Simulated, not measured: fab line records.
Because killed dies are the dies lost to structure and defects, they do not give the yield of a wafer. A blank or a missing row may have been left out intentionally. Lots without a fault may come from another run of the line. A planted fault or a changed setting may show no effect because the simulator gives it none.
One fault through the eyes of 2 desks | flow berkeley cmos170 | each desk has only its own numbers; what lay behind them comes last

METROLOGY DESK
Lot by lot, what the gauges showed, no matter which tool ran the lot: averages of those sampled wafers that carry a number. The brackets show how far a lot's mean lies from the usual mean; more than 4 standard deviations puts the lot out of limits, marked OUT.
Columns: A = cd nm at UCB170_M3_CD_MEAS_15, usual 699.6 nm; B = M3_OVL at UCB170_M3_OVL_MEAS_16, usual 0 nm; C = cd nm at UCB170_M3_CD_MEAS_90, usual 700.5 nm
lot  | first seen here | A     | B  | C
L436 | day 8 12:46     | 700.5 | -6 | 699.8
L439 | day 9 15:42     | 701.7 | 3  | 703.5
L442 | day 9 15:59     | 701.2 | 4  | 703.4
L441 | day 9 16:14     | 698.8 | -2 | 697.3
L450 | day 11 15:00    | 700.4 | -0 | 701.5
L451 | day 12 13:30    | 700.8 | -5 | 700.6
Finding of this desk: none of the 6 lots has anything out of limits.

TOOL OWNER'S DESK, plasma asher-03
The tool's own readings at UCB170_M3_STRIP_19 (strips in O2): means of the sampled wafers that have a number, for each lot that ran on this tool. The brackets show how far a lot's mean lies from the usual mean; more than 4 standard deviations puts the lot out of limits, marked OUT.
Columns: A = chamber pressure mTorr at UCB170_M3_STRIP_19, usual 3500.4 mTorr; B = drypump motor current A at UCB170_M3_STRIP_19, usual 5.8 A; C = oes product au at UCB170_M3_STRIP_19, usual 0.561 a.u.
lot  | first seen here | A      | B   | C
L436 | day 8 13:08     | 3503.1 | 5.7 | 0.553
This desk's finding: nothing out of limits on the one lot.

TAKEN TOGETHER
From the metrology desk's view, nothing was out of limits.
The tool owner's desk saw nothing out of limits.

WHAT HAD BEEN PUT IN BY THE SIMULATOR
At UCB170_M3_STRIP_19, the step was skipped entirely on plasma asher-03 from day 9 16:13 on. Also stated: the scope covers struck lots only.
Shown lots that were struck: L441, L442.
